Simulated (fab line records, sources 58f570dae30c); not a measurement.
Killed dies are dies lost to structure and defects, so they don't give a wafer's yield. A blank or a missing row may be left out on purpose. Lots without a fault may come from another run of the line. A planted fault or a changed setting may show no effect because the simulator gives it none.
Which tool did it? | flow berkeley_cmos170 | 15 lots, 45 wafers sampled, at 6 steps of a route of 331

WHAT THE GAUGES READ, wafer by wafer
UCB170_WELLDRIVE_THK_MEAS_02.
lot  | measured    | on            | WELLDRIVE_OXIDE_THK (nm)
L233 | day 3 22:03 | film_metro-02 | 197 197 198
L234 | day 4 08:05 | film_metro-03 | 203 203 203
L238 | day 4 22:28 | film_metro-02 | 200 202 200
L237 | day 4 22:28 | film_metro-04 | 199 196 197
L239 | day 5 04:32 | film_metro-03 | 193 195 197
L242 | day 5 17:34 | film_metro-02 | 201 194 198
L241 | day 5 17:35 | film_metro-04 | 208 203 208
L245 | day 6 11:47 | film_metro-04 | 197 198 197
L246 | day 6 21:12 | film_metro-02 | 191 193 194
L252 | day 7 22:55 | film_metro-02 | 197 197 200
L250 | day 7 22:59 | film_metro-02 | 201 200 198
L251 | day 7 23:02 | film_metro-02 | 201 203 201
L253 | day 8 08:23 | film_metro-04 | 198 198 198
L255 | day 8 08:25 | film_metro-02 | 200 197 197
L256 | day 9 02:02 | film_metro-02 | 198 197 197

UCB170_ACTIVE_THK_MEAS_06.
lot  | measured     | on            | ACTIVE_NITRIDE_THK (nm)
L233 | day 4 17:52  | film_metro-02 | 225.7 223.4 225.5
L234 | day 5 02:58  | film_metro-01 | 221.1 221.0 220.7
L238 | day 5 19:34  | film_metro-02 | 220.4 216.7 218.4
L237 | day 5 19:34  | film_metro-04 | 219.1 220.1 220.8
L239 | day 6 02:49  | film_metro-04 | 218.2 217.2 218.1
L242 | day 6 12:42  | film_metro-02 | 216.3 217.2 217.7
L241 | day 6 12:43  | film_metro-01 | 220.7 220.8 219.4
L245 | day 7 07:19  | film_metro-01 | 221.8 221.4 220.7
L246 | day 7 18:01  | film_metro-04 | 222.7 220.5 220.1
L252 | day 8 17:41  | film_metro-02 | 221.5 220.1 218.8
L250 | day 8 17:41  | film_metro-01 | 219.9 219.8 221.0
L251 | day 8 17:42  | film_metro-04 | 219.7 220.3 219.7
L253 | day 9 03:33  | film_metro-04 | 223.0 223.0 223.3
L255 | day 9 03:34  | film_metro-02 | 220.2 221.2 222.8
L256 | day 10 02:19 | film_metro-04 | 221.1 222.4 222.3

UCB170_NVT_OVL_MEAS_06.
lot  | measured     | on         | NVT_OVL (nm)
L233 | day 6 07:50  | overlay-01 | -1 2 -6
L234 | day 6 16:03  | overlay-02 | -4 -10 -5
L238 | day 7 14:27  | overlay-02 | -13 -11 -7
L237 | day 7 14:11  | overlay-01 | -3 -3 -4
L239 | day 8 02:47  | overlay-02 | -1 -8 -4
L242 | day 8 08:46  | overlay-01 | - - -
L241 | day 8 08:30  | overlay-02 | - - -
L245 | day 9 01:41  | overlay-01 | - - -
L246 | day 9 06:35  | overlay-01 | -11 -6 -8
L252 | day 10 09:29 | overlay-01 | 0 0 5
L250 | day 10 10:02 | overlay-02 | 0 2 4
L251 | day 10 09:52 | overlay-02 | 1 1 -1
L253 | day 10 21:14 | overlay-01 | 11 5 6
L255 | day 10 21:29 | overlay-01 | -4 -4 -4
L256 | day 11 16:40 | overlay-02 | -2 7 2

UCB170_PVT_TW_MEAS_09.
lot  | measured     | on            | PVT_TW
L233 | day 6 11:47  | film_metro-03 | 508 510 506
L234 | day 6 17:50  | film_metro-04 | 516 516 516
L238 | day 7 17:45  | film_metro-04 | 514 513 512
L237 | day 7 17:55  | film_metro-03 | 504 507 509
L239 | day 8 05:13  | film_metro-04 | 511 511 511
L242 | day 8 11:19  | film_metro-01 | 639 636 635
L241 | day 8 11:04  | film_metro-04 | 649 648 652
L245 | day 9 04:12  | film_metro-03 | 639 634 641
L246 | day 9 09:41  | film_metro-04 | 508 508 509
L252 | day 10 12:37 | film_metro-04 | 511 511 512
L250 | day 10 13:13 | film_metro-04 | 510 513 512
L251 | day 10 13:13 | film_metro-03 | 508 508 509
L253 | day 10 23:09 | film_metro-04 | 513 512 512
L255 | day 10 23:19 | film_metro-01 | 500 505 504
L256 | day 11 20:40 | film_metro-03 | 505 507 509

WHICH TOOL RAN EACH LOT (tool, then ch and the chambers of the sampled wafers, then the start)
lot  | UCB170_PFIELD_STRIP_08               | UCB170_NVT_COAT_01
L233 | plasma_asher-02 ch 0,1, day 4 22:58  | litho_track-02 ch 0, day 6 06:53
L234 | plasma_asher-02 ch 1, day 5 06:05    | litho_track-02 ch 0, day 6 15:22
L238 | plasma_asher-02 ch 0,1, day 6 02:17  | litho_track-01 ch 0, day 7 13:29
L237 | plasma_asher-04 ch 0,1, day 6 02:34  | litho_track-03 ch 0, day 7 13:31
L239 | plasma_asher-04 ch 0,1, day 6 07:20  | litho_track-02 ch 0, day 8 02:02
L242 | plasma_asher-02 ch 0,1, day 6 16:08  | litho_track-03, day 8 07:51
L241 | plasma_asher-03 ch 0,1, day 6 16:34  | litho_track-02, day 8 07:50
L245 | plasma_asher-02 ch 0,1, day 7 12:45  | litho_track-02, day 9 00:18
L246 | plasma_asher-02 ch 0,1, day 7 21:29  | litho_track-03 ch 0, day 9 05:36
L252 | plasma_asher-04 ch 0,1, day 8 21:24  | litho_track-02 ch 0, day 10 07:57
L250 | plasma_asher-03 ch 0,1, day 8 21:36  | litho_track-01 ch 0, day 10 08:01
L251 | plasma_asher-02 ch 0,1, day 8 21:20  | litho_track-03 ch 0, day 10 08:01
L253 | plasma_asher-02 ch 0,1, day 9 09:17  | litho_track-02 ch 0, day 10 20:25
L255 | plasma_asher-04 ch 0,1, day 9 09:21  | litho_track-03 ch 0, day 10 20:38
L256 | plasma_asher-02 ch 0,1, day 10 10:13 | litho_track-03 ch 0, day 11 15:59
- UCB170_PFIELD_STRIP_08: strips in O2.
- UCB170_NVT_COAT_01: resist thk 900 nm.

WHAT THE TOOLS THEMSELVES READ (means of the sampled wafers that have a number; where no wafer has one, the mark that the record gives instead)
UCB170_PFIELD_STRIP_08.
lot  | tool            | drypump_motor_current_A (A) | oes_product_au (a.u.) | strip_time_to_endpoint_s (s)
L233 | plasma_asher-02 | 5.9                         | 0.735                 | 21.61
L234 | plasma_asher-02 | 5.1                         | 0.735                 | 21.61
L238 | plasma_asher-02 | 5.8                         | 0.738                 | 21.61
L237 | plasma_asher-04 | 5.8                         | 0.738                 | 21.66
L239 | plasma_asher-04 | 5.6                         | 0.732                 | 21.56
L242 | plasma_asher-02 | 5.5                         | 0.737                 | 21.69
L241 | plasma_asher-03 | 5.6                         | 0.734                 | 21.62
L245 | plasma_asher-02 | 5.9                         | 0.734                 | 21.64
L246 | plasma_asher-02 | 5.9                         | 0.738                 | 21.70
L252 | plasma_asher-04 | 5.8                         | 0.732                 | 21.72
L250 | plasma_asher-03 | 5.6                         | 0.735                 | 21.61
L251 | plasma_asher-02 | 5.9                         | 0.736                 | 21.62
L253 | plasma_asher-02 | 5.9                         | 0.736                 | 21.58
L255 | plasma_asher-04 | 5.5                         | 0.735                 | 21.70
L256 | plasma_asher-02 | 5.5                         | 0.735                 | 21.68

UCB170_NVT_COAT_01.
lot  | tool           | chill_plate_temp_C (C) | dispense_pressure_kPa (kPa)
L233 | litho_track-02 | 22.85                  | 47
L234 | litho_track-02 | 23.05                  | 47
L238 | litho_track-01 | 22.96                  | 51
L237 | litho_track-03 | 23.14                  | 54
L239 | litho_track-02 | 22.93                  | 47
L242 | litho_track-03 | -                      | -
L241 | litho_track-02 | -                      | -
L245 | litho_track-02 | -                      | -
L246 | litho_track-03 | 23.13                  | 54
L252 | litho_track-02 | 22.95                  | 47
L250 | litho_track-01 | 23.05                  | 51
L251 | litho_track-03 | 22.93                  | 54
L253 | litho_track-02 | 22.85                  | 47
L255 | litho_track-03 | 23.01                  | 54
L256 | litho_track-03 | 22.93                  | 54

THE ANSWER, worked out from the rows above alone
Rule: what is usual is taken from the lots themselves. Put in order of their means at a reading, lots are off if they are a third of the lots or fewer, leave a main group of 4 or more, and stand apart from it by a gap of 3 or more times the standard deviation of the main group's means; of several such gaps the widest counts. A main group whose means are all the same, to the digits that the tables above print for the reading, isn't used. A lot without any number at a reading at which 4 lots or more have one is off too. The other lots that the step has rows for count as sound. The gauges are gone through in route order, then the tools' own readings, and for those a lot's mean is taken as printed above. The first step at which some lot is off is used, and at that step the reading that is off furthest; a lot without a number counts as furthest.
Off: L242, L241, L245, at UCB170_NVT_OVL_MEAS_06 (NVT_OVL). Without a number there: L242, L241, L245. The main group: mean -2 nm, standard deviation 4.8.
A tool fits if, at a process step before that reading, it ran every lot that is off, and no sound lot after the first of them. The gauges at UCB170_NVT_OVL_MEAS_06 aren't tried: what is off there is off at UCB170_PVT_TW_MEAS_09 too, on other tools, and a gauge's error can't cause that. None of those tried fits.

WHAT THE SIMULATOR HAD PUT IN
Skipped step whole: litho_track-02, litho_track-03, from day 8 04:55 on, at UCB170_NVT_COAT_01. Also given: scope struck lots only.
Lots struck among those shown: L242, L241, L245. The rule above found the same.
